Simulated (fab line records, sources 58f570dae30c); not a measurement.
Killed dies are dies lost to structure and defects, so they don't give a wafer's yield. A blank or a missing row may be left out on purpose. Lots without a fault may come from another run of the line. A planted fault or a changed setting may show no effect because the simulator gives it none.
Split-lot experiment | flow berkeley_cmos170 | 5 lots, 23 wafers read, on a route of 331 steps

THE SPLIT
At UCB170_V2_ETCH_14 (etches SiO2 in CHF3/CF4/Ar, stops on Al, target depth 1250 nm, time 291 s), the setting time_s was moved away from the recipe's 291 s on 7 of the 23 wafers read, by -14.4% to +3.8%. The other wafers ran this setting at the recipe's value.

The reading is taken at the split's own step.

THE READING
oes_product_au, in a.u., at UCB170_V2_ETCH_14 (etches SiO2 in CHF3/CF4/Ar, stops on Al, target depth 1250 nm, time 291 s). Fault-free wafers of this fab line usually give 0.875 a.u., standard deviation 0.012 a.u..

wafer  | tool, chamber at the split | time_s as run, s | against the recipe | oes_product_au, a.u. | against lot-mates on the recipe
L074.1 | rie_diel-02, 0             | 291              | recipe             | 0.873                | -
L074.5 | rie_diel-02, 3             | 291              | recipe             | 0.861                | -
L074.6 | rie_diel-02, 0             | 291              | recipe             | 0.866                | -
L076.1 | rie_diel-02, 0             | 278.3            | -4.4%              | 0.899                | +0.032
L076.3 | rie_diel-02, 2             | 291              | recipe             | 0.876                | -
L076.4 | rie_diel-02, 3             | 291              | recipe             | 0.861                | -
L076.5 | rie_diel-02, 1             | 291              | recipe             | 0.864                | -
L076.6 | rie_diel-02, 0             | 278.3            | -4.4%              | 0.891                | +0.024
L083.1 | rie_diel-01, 2             | 291              | recipe             | 0.878                | -
L083.3 | rie_diel-01, 3             | 291              | recipe             | 0.861                | -
L083.4 | rie_diel-01, 1             | 291              | recipe             | 0.885                | -
L083.5 | rie_diel-01, 2             | 291              | recipe             | 0.872                | -
L083.6 | rie_diel-01, 1             | 291              | recipe             | 0.888                | -
L085.1 | rie_diel-01, 2             | 249              | -14.4%             | 0.950                | +0.077
L085.2 | rie_diel-01, 3             | 291              | recipe             | 0.864                | -
L085.4 | rie_diel-01, 1             | 249              | -14.4%             | 0.973                | +0.100
L085.5 | rie_diel-01, 0             | 249              | -14.4%             | 0.983                | +0.110
L085.6 | rie_diel-01, 1             | 291              | recipe             | 0.882                | -
L084.1 | rie_diel-01, 3             | 302              | +3.8%              | 0.864                | -0.020
L084.2 | rie_diel-01, 1             | 291              | recipe             | 0.887                | -
L084.4 | rie_diel-01, 2             | 291              | recipe             | 0.876                | -
L084.5 | rie_diel-01, 3             | 302              | +3.8%              | 0.872                | -0.012
L084.6 | rie_diel-01, 1             | 291              | recipe             | 0.890                | -

THE FIT
A straight line over all 23 wafers: oes_product_au changes by -0.00614 a.u. for each +1% of time_s; r = -0.94; the points scatter about the line by 0.012 a.u..
The same after taking each lot's own level away (the mean of its wafers on the recipe; 23 wafers): -0.00646 a.u. for each +1%; r = -0.97; scatter 0.009 a.u..
On that fit, the largest move of time_s shifts the reading by 0.093 a.u..
The lots' own levels span 0.8667 to 0.8843 a.u., that is 1.5 times the standard deviation above.
So the lot-to-lot level changes the slope little: the two slopes agree.
Check: with one of the wafers moved furthest among these (-14.4%) left out of the fit, the line predicts +0.102 a.u. for it against its lot-mates. It came out at +0.077 a.u. against them.
Tool readings at the split's step, against how far the setting was moved: oes_product_au r = -0.94.

OTHER SPLITS ON THESE WAFERS
These wafers also went through other splits before the reading. Each is held against what the fit with the lots' levels taken away leaves over:
other split on the same wafers | wafers away from the commonest value | r with oes_product_au (lot level and that fit taken away)
UCB170_M2_SPUTTER_01 time_s    | 8                                    | +0.05
UCB170_V2_CVD_00 time_s        | 10                                   | -0.16

THE WHOLE CHAIN: every reading that the file lists as answering this split, in the file's order
step               | what it does                                                              | reading                                                                   | change (the file's fit)                   | r (the file's)
UCB170_V2_ETCH_14  | etches SiO2 in CHF3/CF4/Ar, stops on Al, target depth 1250 nm, time 291 s | oes_product_au                                                            | -0.00649 a.u. for each +1% of the setting | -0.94
UCB170_V2_ETCH_14  | etches SiO2 in CHF3/CF4/Ar, stops on Al, target depth 1250 nm, time 291 s | KrF_of_V2_COAT_07.thk_nm (the simulator's own value, which no gauge read) | -2.55 nm for each +1% of the setting      | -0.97
UCB170_V2_STRIP_15 | strips in O2                                                              | strip_time_to_endpoint_s                                                  | withheld for each +1% of the setting      | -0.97

THE FILE'S OWN FIT
oes_product_au changes by -0.00649 a.u. for each +1% of time_s, r = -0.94.
